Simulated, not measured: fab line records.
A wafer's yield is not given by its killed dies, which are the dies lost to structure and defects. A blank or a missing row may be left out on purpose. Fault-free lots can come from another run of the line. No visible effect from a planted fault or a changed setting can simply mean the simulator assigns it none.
Matching of chambers + flow berkeleyCmos170 + UCB170_FIELD_WET_ETCH_05 on wetBench-02: 3 sister chambers
The step etches Si3N4 in H3PO4, time 12600 s. 14 wafers are shown with their chamber, then 7 later ones without.

== EACH WAFER AND ITS CHAMBER ==
| wafer  | chamber | bathGuardTempC (C) | bathHeatDutyPct (%) |
|--------|---------|--------------------|---------------------|
| L382.1 | 1       | 159.5              | 27.2                |
| L382.2 | 1       | 160.0              | 27.1                |
| L382.6 | 1       | 159.8              | 28.2                |
| L383.2 | 2       | 160.2              | 29.4                |
| L383.3 | 2       | 160.3              | 26.3                |
| L383.4 | 2       | 160.1              | 29.3                |
| L385.4 | 0       | 159.4              | 24.7                |
| L385.5 | 0       | 159.5              | 26.0                |
| L385.6 | 0       | 159.5              | 25.3                |
| L386.3 | 2       | 160.4              | 27.5                |
| L386.5 | 2       | 160.0              | 28.1                |
| L386.6 | 2       | 160.1              | 28.5                |
| L387.1 | 0       | 159.0              | 23.9                |
| L387.4 | 0       | 159.2              | 26.7                |

SIGNATURES (averages over the wafers above)
| reading         | chamber 0 | chamber 1 | chamber 2 | scatter within a chamber |
|-----------------|-----------|-----------|-----------|--------------------------|
| bathGuardTempC  | 159.320   | 159.767   | 160.183   | 0.196                    |
| bathHeatDutyPct | 25.320    | 27.500    | 28.183    | 1.06                     |
Rule: for each reading, subtract the chamber's mean from the wafer's reading, divide by that reading's scatter and square the result; add these up over the readings and take the root, which gives the wafer's distance from the chamber. If the next closest chamber is less than 2 further off than the closest, the wafer can't be placed; otherwise it belongs to the closest. The scatter: the root of (the sum of the squares of (reading less its chamber's mean) over the shown wafers, divided by (wafers less chambers)).

== WAFERS WITHOUT THEIR CHAMBER ==
| wafer  | bathGuardTempC (C) | bathHeatDutyPct (%) |
|--------|--------------------|---------------------|
| L387.5 | 159.6              | 25.7                |
| L388.3 | 160.0              | 28.0                |
| L388.5 | 160.0              | 27.2                |
| L388.6 | 160.4              | 28.6                |
| L389.4 | 159.7              | 24.9                |
| L389.5 | 159.5              | 24.9                |
| L389.6 | 159.4              | 27.4                |

== THE CHAMBER EACH PASSED THROUGH ==
| wafer  | from the rows above          | in truth |
|--------|------------------------------|----------|
| L387.5 | can't be placed: 0 or 1      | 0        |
| L388.3 | can't be placed: 2 or 1      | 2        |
| L388.5 | can't be placed: 1 or 2      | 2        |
| L388.6 | 2                            | 2        |
| L389.4 | can't be placed: 0 or 1 or 2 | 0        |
| L389.5 | can't be placed: 0 or 1      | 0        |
| L389.6 | can't be placed: 1 or 0      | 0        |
Correct placement for 1 of the 7. These rows do not allow placing 6 (true chamber among the candidates in 6). Wrongly placed: 0.
